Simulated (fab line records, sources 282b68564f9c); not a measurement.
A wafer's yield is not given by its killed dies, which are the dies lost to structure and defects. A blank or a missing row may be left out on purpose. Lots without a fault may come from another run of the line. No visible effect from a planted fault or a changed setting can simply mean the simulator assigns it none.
A struck lot beside a sound one | flow rit-cmos | 17 steps out of a route of 202
Sound: wafers L923.1, L923.5, L923.6. Wafers L930.2, L930.3, L930.5 were the ones struck. At the end, the cause is stated.
At each step with rows: each side's tool, then ch and its chambers, then its first start. Under that, the readings that differ: sound wafers | struck wafers | difference of the means | sigmas: that difference in standard deviations of wafers without a fault.
alike: readings with means less than 2 such deviations apart, plus words and numbers identical on both sides. not compared: withheld readings, readings lacking a value on some wafer, bounds such as >300 that could conceal the same value, and numbers that have no deviation in the record and whose values overlap.
The two part at a step that has a row with sigmas, a row that says differs or no value, or rows on one side only. Numbers that don't overlap but have no deviation are shown without sigmas and don't part them. Lack of a reading on every wafer of one side parts them only where that side has two or more wafers.

first, 1 step without rows for these wafers: RIT_PSD_IMPLANT_08.
RIT_PSD_STRIP_09: strips in O2, time 180 s.
  sound on plasma-asher-04 ch 0,1, day 6 07:06; struck on plasma-asher-02 ch 0, day 7 14:04
  alike: drypump-motor-current-A
  not compared: rf-hours-counter-h
RIT_PSD_TW_MEAS_10:
  sound: film-metro-01 at day 6 07:17; struck: film-metro-02 at day 7 14:14
  alike: PSD_TW
then, 3 steps without rows for these wafers: RIT_SDANNEAL_CLEAN_00 (cleans in SC1, time 600 s); RIT_SDANNEAL_CLEAN_01 (cleans in dHF, time 30 s); RIT_SDANNEAL_CLEAN_02 (cleans in SC2, time 600 s).
RIT_SDANNEAL_RTA_03: time 5 s.
  sound on rtp-anneal-01 ch 0, day 6 07:43; struck on rtp-anneal-02 ch 0, day 7 14:42
  alike: wafer_temp_C_max
RIT_SDANNEAL_RS_MEAS_04: a four-point-probe measurement.
  sound: film-metro-04 at day 6 07:46; struck: film-metro-01 at day 7 14:47
  alike: PSD_RS
RIT_SDANNEAL_RS_MEAS_05: a four-point-probe measurement.
  sound: film-metro-04 at day 6 07:53; struck: film-metro-01 at day 7 14:55
  reading         | sound          | struck         | difference | sigmas
  NSD_RS (ohm/sq) | 85.1 84.7 85.0 | 84.0 83.9 84.2 | -0.9       | -3
RIT_SDANNEAL_RS_MEAS_06: a four-point-probe measurement.
  sound: film-metro-04 at day 6 08:00; struck: film-metro-01 at day 7 15:02
  alike: PLDD_RS
RIT_SDANNEAL_RS_MEAS_07: a four-point-probe measurement.
  sound: film-metro-04 at day 6 08:07; struck: film-metro-01 at day 7 15:09
  reading          | sound             | struck            | difference | sigmas
  NLDD_RS (ohm/sq) | 151.2 150.9 151.0 | 149.5 149.4 149.4 | -1.6       | -3
then, 1 step without rows for these wafers: RIT_SILICIDE_WET_ETCH_00 (etches SiO2 in BOE, target depth 14 nm, time 15 s).
RIT_SILICIDE_SPUTTER_01: material Ti, target thk 30 nm, time 240 s.
  sound: pvd-sputter-03 at day 6 08:16; struck: pvd-sputter-03 at day 7 15:16
  alike: throttle-valve-pct
RIT_SILICIDE_RS_MEAS_02: a four-point-probe measurement.
  sound: film-metro-02 at day 6 08:25; struck: film-metro-01 at day 7 15:26
  reading                 | sound          | struck         | difference | sigmas
  SILICIDE_TI_RS (ohm/sq) | 48.4 48.7 48.5 | 71.7 72.7 72.1 | +23.6      | +29
RIT_SILICIDE_THK_MEAS_03: measures by xrf.
  sound: film-metro-02 at day 6 08:32; struck: film-metro-01 at day 7 15:32
  reading              | sound          | struck         | difference | sigmas
  SILICIDE_TI_THK (nm) | 29.5 29.4 29.4 | 23.5 23.3 23.5 | -6.0       | -14
RIT_SILICIDE_RTA_04: time 10 s, ramp up 5 s, ramp down 5 s.
  sound on rtp-anneal-02 ch 0, day 6 08:35; struck on rtp-anneal-01 ch 0, day 7 15:36
  alike: wafer_temp_C_max
RIT_M1_PROBE_99:
  sound: prober-01 at day 6 15:11; struck: prober-01 at day 8 00:09
  alike: killed-at-front-end, killed-dies, killed-open, killed-short

== WHERE THEY PART ==
At RIT_SDANNEAL_RS_MEAS_05 first; at RIT_SILICIDE_THK_MEAS_03 last (within this record only). Later steps at which nothing parts them and some readings are alike: RIT_SILICIDE_RTA_04, RIT_M1_PROBE_99.

WHY: what the simulator had put in
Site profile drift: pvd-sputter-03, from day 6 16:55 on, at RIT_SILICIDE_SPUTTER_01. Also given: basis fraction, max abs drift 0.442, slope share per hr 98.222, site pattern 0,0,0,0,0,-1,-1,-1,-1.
